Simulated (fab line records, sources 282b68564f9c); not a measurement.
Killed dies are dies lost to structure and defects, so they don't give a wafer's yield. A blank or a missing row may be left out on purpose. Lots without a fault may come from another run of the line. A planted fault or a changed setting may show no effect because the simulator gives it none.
Which tool did it? | flow rit_cmos | 14 lots, 42 wafers sampled, at 3 steps of a route of 202

WHAT THE GAUGES READ, wafer by wafer
RIT_NRETRO_TW_MEAS_10.
lot  | measured    | on            | NRETRO_TW
L722 | day 2 06:39 | film_metro-01 | 1053 1051 1059
L723 | day 2 11:02 | film_metro-01 | 1053 1057 1055
L724 | day 2 17:13 | film_metro-03 | 1065 1057 1059
L725 | day 2 20:16 | film_metro-01 | 1053 1051 1060
L726 | day 3 02:31 | film_metro-03 | 1064 1065 1057
L731 | day 4 02:56 | film_metro-01 | 1065 1069 1066
L732 | day 4 08:09 | film_metro-03 | 1054 1054 1064
L734 | day 4 18:43 | film_metro-01 | 944 953 950 951 953 951
L737 | day 5 08:16 | film_metro-01 | 1051 1050 1048
L736 | day 5 15:32 | film_metro-03 | 949 950 950 950 950 943
L739 | day 5 21:50 | film_metro-02 | 1040 1039 1042
L740 | day 6 02:01 | film_metro-02 | 1048 1053 1048
L743 | day 6 14:46 | film_metro-03 | 1061 1053 1063
L744 | day 6 20:14 | film_metro-02 | 1045 1049 1046

RIT_GATE_OVL_MEAS_17.
lot  | measured    | on         | GATE_OVL (nm)
L722 | day 2 12:59 | overlay-02 | -1.5 -2.2 -0.9
L723 | day 2 18:36 | overlay-02 | -0.1 -1.0 -0.9
L724 | day 2 23:41 | overlay-02 | -0.1 0.3 -0.2
L725 | day 3 02:41 | overlay-01 | 1.1 -2.1 -0.4
L726 | day 3 08:47 | overlay-01 | -1.2 -1.8 -1.0
L731 | day 4 09:11 | overlay-01 | -1.2 -3.1 0.2
L732 | day 4 14:34 | overlay-01 | -0.7 -0.6 -0.3
L734 | day 5 07:28 | overlay-01 | -3.5 -1.7 -3.3
L737 | day 5 15:05 | overlay-01 | 2.0 2.0 -0.9
L736 | day 6 06:23 | overlay-02 | -1.7 0.4 -2.8
L739 | day 6 03:58 | overlay-02 | 1.1 -0.2 1.5
L740 | day 6 08:20 | overlay-02 | -1.3 -2.2 -0.3
L743 | day 6 21:02 | overlay-01 | -1.8 -0.7 -2.8
L744 | day 7 03:13 | overlay-01 | -1.7 0.4 -3.1

WHICH TOOL RAN EACH LOT (tool, then ch and the chambers of the sampled wafers, then the start)
lot  | RIT_NRETRO_IMPLANT_08
L722 | implanter-04 ch 0, day 2 06:20
L723 | implanter-04 ch 0, day 2 10:44
L724 | implanter-01 ch 0, day 2 16:54
L725 | implanter-02 ch 0, day 2 19:56
L726 | implanter-01 ch 0, day 3 02:11
L731 | implanter-04 ch 0, day 4 02:37
L732 | implanter-04 ch 0, day 4 07:50
L734 | implanter-04 ch 0, day 4 18:25
L737 | implanter-02 ch 0, day 5 07:57
L736 | implanter-04 ch 0, day 5 15:13
L739 | implanter-02 ch 0, day 5 21:31
L740 | implanter-01 ch 0, day 6 01:41
L743 | implanter-01 ch 0, day 6 14:26
L744 | implanter-01 ch 0, day 6 19:55
- RIT_NRETRO_IMPLANT_08

WHAT THE TOOLS THEMSELVES READ (means of the sampled wafers that have a number; where no wafer has one, the mark that the record gives instead)
RIT_NRETRO_IMPLANT_08.
lot  | tool         | beam_energy_keV
L722 | implanter-04 | 70.017
L723 | implanter-04 | 70.011
L724 | implanter-01 | 69.976
L725 | implanter-02 | 69.988
L726 | implanter-01 | 70.005
L731 | implanter-04 | 70.021
L732 | implanter-04 | 69.999
L734 | implanter-04 | 45.505
L737 | implanter-02 | 69.994
L736 | implanter-04 | 45.486
L739 | implanter-02 | 70.014
L740 | implanter-01 | 69.988
L743 | implanter-01 | 70.020
L744 | implanter-01 | 70.034

THE ANSWER, worked out from the rows above alone
Rule: what is usual is taken from the lots themselves. Put in order of their means at a reading, lots are off if they are a third of the lots or fewer, leave a main group of 4 or more, and stand apart from it by a gap of 3 or more times the standard deviation of the main group's means; of several such gaps the widest counts. A main group whose means are all the same, to the digits that the tables above print for the reading, isn't used. A lot without any number at a reading at which 4 lots or more have one is off too. The other lots that the step has rows for count as sound. The gauges are gone through in route order, then the tools' own readings, and for those a lot's mean is taken as printed above. The first step at which some lot is off is used, and at that step the reading that is off furthest; a lot without a number counts as furthest.
Off: L734, L736, at RIT_NRETRO_TW_MEAS_10 (NRETRO_TW). The main group: mean 1055, standard deviation 6.9.
A tool fits if, at a process step before that reading, it ran every lot that is off, and no sound lot after the first of them. The gauges at RIT_NRETRO_TW_MEAS_10 aren't tried: what is off there is off at RIT_NRETRO_IMPLANT_08 too, on other tools, and a gauge's error can't cause that. One fits: implanter-04 at RIT_NRETRO_IMPLANT_08. Its last sound lot is L732 (day 4 07:50), its first lot that is off L734 (day 4 18:25): a fault that began between those two fits.
The tool's own readings at RIT_NRETRO_IMPLANT_08 bear it out: on the lots that are off they differ by more than 5 times the standard deviation of the sound lots' means. beam_energy_keV reads 45.495 there against 70.006 on the sound lots.

WHAT THE SIMULATOR HAD PUT IN
Process parameter drift: implanter-04, from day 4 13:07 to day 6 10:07, at RIT_NRETRO_IMPLANT_08. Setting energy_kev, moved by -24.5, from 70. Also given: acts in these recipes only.
Lots struck among those shown: L734, L736. The rule above found the same.
